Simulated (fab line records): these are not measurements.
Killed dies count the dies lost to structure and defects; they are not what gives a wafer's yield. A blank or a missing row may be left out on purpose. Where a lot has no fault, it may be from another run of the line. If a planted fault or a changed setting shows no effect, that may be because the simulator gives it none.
fab line records | flow berkeleyCmos170
record lots=6 | wafers=18 | lastDay=12
route steps=331 shown V2@294
lots with no fault: from the same line, run without faults
startH: hours from the record's first day to the start of the lot's first wafer shown | waitH: hours from the lot's prior step to this one | " repeats the value in the row above | L1.1+2: a single row standing in for several wafers | - no value present, or no start provided | * or withheld: withheld | < > ~ a bound
route shown NAME@n: names a module that has steps shown in the file, with the first one's number in the route | usual: the fault-free wafers' mean and standard deviation | same: alike in all rows | chamber/n: place in a boat | sites: readings site by site | _std_site: standard deviation of those values | _edge_site: inner sites' mean taken away from outer sites' mean | radiusMm: for every site, how far away it sits from the centre of the wafer | mask NAME#n: copy n | behind: the tool/chamber that last shaped the wafer | hold: the reason the lot was held/the length of the hold in hours/how it ended | device: whichever transistor did not switch (one of n, p or np) | end of line: at the end of the route, the tests of the same wafers | a step without rows: its recipe alone | killed: dies lost to structure and defects at the first sort, not the wafer's yield | map: per-die view of a wafer (x killed, . not killed, _ where there is no die)
set.NAME: setting as actually run; set.NAME@STEP: the setting as run at that earlier step | model.NAME: the simulator's own value behind a step, which no gauge read
lots at selected steps of the route; one table per step, one row per wafer
services: a tool's chamber out of use, with start hour (startH, from the record's first day; less than 0 if before it), hours out, and reason
## steps
# step UCB170_V2_CMP_02
# recipe material=SiO2 | downForcePsi=6 | platenRpm=60 | padVelocityMS=0.75398
# usual motorCurrentA=16.3/1.8
lot.wafer | tool   | chamber | startH | waitH | motorCurrentA
L834.3    | cmp-01 | 0       | 178.81 | 0.1   | 15.2
L834.6    | "      | 3       | "      | "     | 12.5
L834.5    | "      | 0       | "      | "     | 14.2
L840.2    | cmp-01 | 2       | 191.89 | 0.1   | 15.6
L840.4    | "      | 3       | "      | "     | 13.1
L840.3    | "      | 0       | "      | "     | 15.7
L839.2    | cmp-01 | 1       | 192.60 | 0.0   | 18.0
L839.3    | "      | 2       | "      | "     | 15.5
L839.5    | "      | 2       | "      | "     | 15.3
L842.2    | cmp-01 | 1       | 202.30 | 0.1   | 17.4
L842.4    | "      | 2       | "      | "     | 15.7
L842.5    | "      | 0       | "      | "     | 14.6
L853.2    | cmp-01 | 1       | 260.18 | 0.0   | 18.1
L853.3    | "      | 3       | "      | "     | 12.4
L853.6    | "      | 1       | "      | "     | 17.7
L854.1    | cmp-02 | 3       | 280.24 | 0.1   | 16.7
L854.6    | "      | 2       | "      | "     | 16.2
L854.5    | "      | 3       | "      | "     | 16.2
# step UCB170_V2_BOW_MEAS_03
# recipe mode=bow
# usual V2_BOW=36/6.8
lot.wafer | tool         | chamber | startH | waitH | V2_BOW[um]
L834.3    | filmMetro-03 | -       | 179.10 | 0.2   | 38
L834.5    | "            | -       | "      | "     | 26
L834.6    | "            | -       | "      | "     | 31
L840.2    | filmMetro-02 | -       | 192.16 | 0.2   | 40
L840.3    | "            | -       | "      | "     | 41
L840.4    | "            | -       | "      | "     | 27
L839.2    | filmMetro-04 | -       | 192.92 | 0.3   | 36
L839.3    | "            | -       | "      | "     | 44
L839.5    | "            | -       | "      | "     | 63
L842.2    | filmMetro-02 | -       | 202.57 | 0.2   | 39
L842.4    | "            | -       | "      | "     | 34
L842.5    | "            | -       | "      | "     | 34
L853.2    | filmMetro-03 | -       | 260.51 | 0.3   | 40
L853.3    | "            | -       | "      | "     | 34
L853.6    | "            | -       | "      | "     | 34
L854.1    | filmMetro-04 | -       | 280.49 | 0.2   | 46
L854.5    | "            | -       | "      | "     | 37
L854.6    | "            | -       | "      | "     | 41
# step UCB170_V2_THK_MEAS_04
# recipe reads=SiO2_of_V2_CVD_00
# usual V2_POLISHED_THK=999.4/1.5
lot.wafer | tool         | chamber | startH | waitH | V2_POLISHED_THK[nm]
L834.3    | filmMetro-03 | -       | 179.20 | 0.1   | 999.0
L834.5    | "            | -       | "      | "     | 997.7
L834.6    | "            | -       | "      | "     | 999.5
L840.2    | filmMetro-02 | -       | 192.27 | 0.1   | 998.4
L840.3    | "            | -       | "      | "     | 997.4
L840.4    | "            | -       | "      | "     | 999.7
L839.2    | filmMetro-04 | -       | 193.03 | 0.1   | 996.2
L839.3    | "            | -       | "      | "     | 999.7
L839.5    | "            | -       | "      | "     | 998.4
L842.2    | filmMetro-02 | -       | 202.68 | 0.1   | 997.9
L842.4    | "            | -       | "      | "     | 1000.6
L842.5    | "            | -       | "      | "     | 997.9
L853.2    | filmMetro-03 | -       | 260.62 | 0.1   | 998.2
L853.3    | "            | -       | "      | "     | 1002.4
L853.6    | "            | -       | "      | "     | 997.9
L854.1    | filmMetro-04 | -       | 280.61 | 0.1   | 1000.0
L854.5    | "            | -       | "      | "     | 1000.2
L854.6    | "            | -       | "      | "     | 998.6
# step UCB170_V2_CLEAN_05
# recipe chemistry=DIW
# step UCB170_V2_HMDS_06
# recipe primeTimeS=60 | primeTempC=100
# step UCB170_V2_COAT_07
# recipe resist=KrF | spinRpm=1500 | resistThkNm=900
# step UCB170_V2_SOFTBAKE_08
# recipe resist=KrF | tempC=130 | timeS=60
# step UCB170_V2_EXPOSE_09
# recipe maskId=VIA2 | targetCdNm=700 | na=0.5 | sigmaOuter=0.6 | sourceShape=conventional | doseMj=37
# step UCB170_V2_PEB_10
# recipe pebTempC=130 | pebTimeS=withheld | resist=KrF
# step UCB170_V2_DEVELOP_11
# recipe developer=TMAH | developTimeS=45 | resist=KrF | devTempC=21
# step UCB170_V2_CD_MEAS_12
# recipe targetCdNm=700
# usual cdNm=699.9/1.5
lot.wafer | tool     | chamber | startH | waitH | cdNm
L834.3    | cdSem-01 | -       | 181.71 | -     | 700.3
L834.5    | "        | -       | "      | "     | 699.9
L834.6    | "        | -       | "      | "     | 700.8
L840.2    | cdSem-01 | -       | 195.65 | -     | 701.2
L840.3    | "        | -       | "      | "     | 701.4
L840.4    | "        | -       | "      | "     | 702.1
L839.2    | cdSem-02 | -       | 196.34 | -     | 702.2
L839.3    | "        | -       | "      | "     | 702.6
L839.5    | "        | -       | "      | "     | 702.0
L842.2    | cdSem-01 | -       | 203.91 | -     | 697.9
L842.4    | "        | -       | "      | "     | 699.6
L842.5    | "        | -       | "      | "     | 698.5
L853.2    | cdSem-01 | -       | 262.34 | -     | 700.7
L853.3    | "        | -       | "      | "     | 700.2
L853.6    | "        | -       | "      | "     | 700.5
L854.1    | cdSem-02 | -       | 282.04 | -     | 699.1
L854.5    | "        | -       | "      | "     | 699.7
L854.6    | "        | -       | "      | "     | 698.1
# step UCB170_V2_OVL_MEAS_13
# usual V2_OVL=0/5.5
lot.wafer | tool       | chamber | startH | waitH | V2_OVL[nm]
L834.3    | overlay-01 | -       | 181.80 | 0.1   | 1
L834.5    | "          | -       | "      | "     | -4
L834.6    | "          | -       | "      | "     | 5
L840.2    | overlay-02 | -       | 195.75 | 0.1   | 3
L840.3    | "          | -       | "      | "     | -5
L840.4    | "          | -       | "      | "     | 1
L839.2    | overlay-02 | -       | 196.45 | 0.1   | -3
L839.3    | "          | -       | "      | "     | -9
L839.5    | "          | -       | "      | "     | -4
L842.2    | overlay-02 | -       | 204.01 | 0.1   | -5
L842.4    | "          | -       | "      | "     | -2
L842.5    | "          | -       | "      | "     | -3
L853.2    | overlay-02 | -       | 262.45 | 0.1   | 16
L853.3    | "          | -       | "      | "     | 1
L853.6    | "          | -       | "      | "     | 6
L854.1    | overlay-01 | -       | 282.16 | 0.1   | -4
L854.5    | "          | -       | "      | "     | -8
L854.6    | "          | -       | "      | "     | 8
# step UCB170_V2_ETCH_14
# recipe chemistry=CHF3/CF4/Ar | target=SiO2 | stopOn=Al | CHF3_flow_sccm=45 | cf4FlowSccm=15 | Ar_flow_sccm=150 | pressureMtorr=200 | rfW=700 | targetDepthA=12500 | overEtchFrac=0.25 | timeS=295.2
# usual cf4FlowSccm=14.99/0.046 | drypumpMotorCurrentA=5.8/0.47 | oesProductAu=0.871/0.01 | throttleValvePct=7.02/0.093
lot.wafer | tool       | chamber | startH | waitH | cf4FlowSccm | drypumpMotorCurrentA | oesProductAu | rfHoursCounterH | throttleValvePct | model.V2.featureDepthNm | model.etch.depthNm | model.KrF_of_V2_COAT_07.thkNm
L834.3    | rieDiel-01 | 0       | 181.82 | 0.0   | 14.98       | 6.0                  | 0.878        | 85              | 7.01             | 999.6                   | 998.9              | 603.3
L834.5    | "          | 1       | "      | "     | 14.92       | 6.3                  | 0.871        | -               | 7.02             | 998.4                   | 998.4              | 609.7
L834.6    | "          | 0       | "      | "     | 15.03       | 6.0                  | 0.873        | -               | 7.01             | 1001                    | 1000               | 604.5
L840.2    | rieDiel-04 | 3       | 195.78 | 0.0   | 14.92       | 5.9                  | 0.864        | 33              | 6.84             | 999                     | 998.6              | 605.7
L840.3    | "          | 1       | "      | "     | 15.00       | 5.0                  | 0.874        | 144             | 7.03             | 998.7                   | 998.3              | 606
L840.4    | "          | 2       | "      | "     | 15.04       | 5.1                  | 0.859        | 45              | 7.06             | 1000                    | 999.8              | 600.6
L839.2    | rieDiel-04 | 3       | 196.48 | 0.0   | 14.95       | 5.9                  | 0.762        | 33              | 6.82             | 803.3                   | 803.3              | 707.6
L839.3    | "          | 0       | "      | "     | 14.96       | 5.7                  | 0.780        | 37              | 7.10             | 811.7                   | 811.7              | 708.2
L839.5    | "          | 1       | "      | "     | 14.86       | 5.0                  | 0.771        | -               | 7.00             | 811                     | 811                | 706.4
L842.2    | rieDiel-04 | 2       | 204.04 | 0.0   | 15.03       | 5.1                  | 0.767        | 46              | 7.06             | 822.3                   | 822.3              | 704.1
L842.4    | "          | 1       | "      | "     | 15.12       | 4.9                  | 0.775        | 145             | 7.00             | 807.8                   | 807.8              | 708.1
L842.5    | "          | 3       | "      | "     | 15.01       | 5.9                  | 0.762        | -               | 6.84             | 801.3                   | 801.3              | 711.6
L853.2    | rieDiel-03 | 2       | 262.48 | 0.0   | 15.01       | 5.7                  | 0.867        | 123             | 6.97             | 997.7                   | 997.5              | 601.1
L853.3    | "          | 1       | "      | "     | 15.04       | 6.4                  | 0.863        | 83              | 7.16             | 1002                    | 1002               | 610.4
L853.6    | "          | 0       | "      | "     | 14.92       | 6.4                  | 0.873        | -               | 6.96             | 998.3                   | 998.2              | 608
L854.1    | rieDiel-04 | 2       | 282.20 | 0.0   | 14.92       | 5.1                  | 0.860        | 50              | 7.07             | 1001                    | 1001               | 600.7
L854.5    | "          | 0       | "      | "     | 15.01       | 5.7                  | 0.873        | -               | 7.11             | 1001                    | 1000               | 602.2
L854.6    | "          | 1       | "      | "     | 14.94       | 4.9                  | 0.892        | -               | 7.03             | 999.7                   | 999.3              | 619.9
# step UCB170_V2_STRIP_15
# recipe chemistry=O2 | powerW=400 | pressureMtorr=3500 | platenTempC=withheld | o2FlowSccm=400 | overashFraction=0.5
# usual drypumpMotorCurrentA=5.6/0.44 | oesProductAu=0.721/0.0044 | stripTimeToEndpointS=15.24/0.13
lot.wafer | tool           | chamber | startH | waitH | drypumpMotorCurrentA | oesProductAu | rfHoursCounterH | stripTimeToEndpointS
L834.3    | plasmaAsher-01 | 0       | 182.03 | 0.1   | 6.0                  | 0.732        | -               | 15.15
L834.5    | "              | 0       | "      | "     | 6.0                  | 0.725        | -               | 15.29
L834.6    | "              | 1       | "      | "     | 5.2                  | 0.720        | -               | 15.17
L840.2    | plasmaAsher-03 | 0       | 195.96 | 0.1   | 5.0                  | 0.726        | 9               | 15.21
L840.3    | "              | 0       | "      | "     | 5.0                  | 0.718        | -               | 15.22
L840.4    | "              | 1       | "      | "     | 5.8                  | 0.714        | -               | 15.08
L839.2    | plasmaAsher-01 | 1       | 196.65 | 0.1   | 5.2                  | 0.722        | 53              | 17.57
L839.3    | "              | 0       | "      | "     | 6.0                  | 0.723        | -               | 17.58
L839.5    | "              | 1       | "      | "     | 5.2                  | 0.721        | -               | 17.55
L842.2    | plasmaAsher-03 | 1       | 204.22 | 0.1   | 5.8                  | 0.718        | 10              | 17.49
L842.4    | "              | 1       | "      | "     | 5.8                  | 0.719        | -               | 17.59
L842.5    | "              | 0       | "      | "     | 5.0                  | 0.719        | -               | 17.68
L853.2    | plasmaAsher-03 | 0       | 262.66 | 0.1   | 5.0                  | 0.725        | 17              | 15.09
L853.3    | "              | 0       | "      | "     | 5.0                  | 0.714        | -               | 15.30
L853.6    | "              | 1       | "      | "     | 5.8                  | 0.719        | -               | 15.24
L854.1    | plasmaAsher-02 | 0       | 282.38 | 0.1   | 6.2                  | 0.726        | 53              | 15.08
L854.5    | "              | 0       | "      | "     | 6.2                  | 0.721        | -               | 15.15
L854.6    | "              | 1       | "      | "     | 5.8                  | 0.723        | -               | 15.55
# step UCB170_V2_CD_MEAS_90
# recipe targetCdNm=700
# usual cdNm=699.8/1.8
lot.wafer | tool     | chamber | startH | waitH | cdNm
L834.3    | cdSem-02 | -       | 182.14 | 0.1   | 701.1
L834.5    | "        | -       | "      | "     | 700.4
L834.6    | "        | -       | "      | "     | 702.8
L840.2    | cdSem-01 | -       | 196.08 | 0.1   | 699.7
L840.3    | "        | -       | "      | "     | 701.8
L840.4    | "        | -       | "      | "     | 702.0
L839.2    | cdSem-01 | -       | 196.77 | 0.1   | 697.9
L839.3    | "        | -       | "      | "     | 700.1
L839.5    | "        | -       | "      | "     | 698.5
L842.2    | cdSem-01 | -       | 204.34 | 0.1   | 695.8
L842.4    | "        | -       | "      | "     | 696.9
L842.5    | "        | -       | "      | "     | 693.8
L853.2    | cdSem-01 | -       | 262.94 | 0.3   | 700.4
L853.3    | "        | -       | "      | "     | 699.6
L853.6    | "        | -       | "      | "     | 698.9
L854.1    | cdSem-01 | -       | 282.48 | 0.1   | 699.8
L854.5    | "        | -       | "      | "     | 698.7
L854.6    | "        | -       | "      | "     | 698.8
## services
tool           | chamber | startH | hours | kind
rieDiel-03     | -       | 176.63 | 1.1   | repair
rieDiel-01     | -       | 195.39 | 28.1  | pm
plasmaAsher-02 | -       | 200.08 | 15.6  | pm
plasmaAsher-02 | -       | 215.68 | 2.8   | pm
rieDiel-03     | 3       | 223.25 | 16.6  | repair
cmp-02         | -       | 224.06 | 0.3   | repair
cmp-02         | -       | 232.00 | 4.0   | pm
rieDiel-01     | -       | 232.02 | 1.2   | repair
rieDiel-04     | 1       | 233.14 | 3.9   | repair
cmp-02         | -       | 236.00 | -     | consumableReplace:conditioner
cmp-02         | -       | 236.00 | -     | consumableReplace:pad
plasmaAsher-01 | -       | 243.59 | 14.6  | pm
rieDiel-04     | 1       | 253.47 | 1.8   | repair
rieDiel-04     | 1       | 255.23 | -     | clean
rieDiel-04     | 1       | 255.23 | 25.6  | scheduledDown
rieDiel-04     | 1       | 255.23 | 25.6  | ventCycle
## key
firstSign step=UCB170_V2_ETCH_14 | reading=oesProductAu | direction=down | sigmas=9.9 | usual=0.871 | struck=0.770
effect step=UCB170_V2_STRIP_15 | reading=stripTimeToEndpointS | direction=up | sigmas=18 | usual=* | struck=*
effect step=UCB170_V2_CD_MEAS_90 | reading=cdNm | direction=down | sigmas=1.4 | usual=699.8 | struck=697.2
modelEffect step=UCB170_V2_ETCH_14 | value=V2.featureDepthNm | without=998.8 | struck=809.6
metAt UCB170_V2_ETCH_14
struckWafers L839.2,L839.3,L839.5,L842.2,L842.4,L842.5
laterRowsLeftOut L839.2,L839.3,L839.5,L842.2,L842.4,L842.5
sortLeftOut L839.2,L839.3,L839.5,L842.2,L842.4,L842.5
onsetBetween 195.78 196.48
fault kind=processParameterDrift | tool=rieDiel-04 | chamber=- | onsetH=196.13 | steps=UCB170_V2_ETCH_14 | channel=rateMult | offset=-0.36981 | shape=step | endH=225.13
# sortLeftOut: the simulated sort isn't trusted on such a fault, so these wafers' sort isn't shown, and their yield isn't known
# laterRowsLeftOut: the simulator's readings of these wafers behind a module that went badly wrong aren't trusted and aren't shown, but for the sort
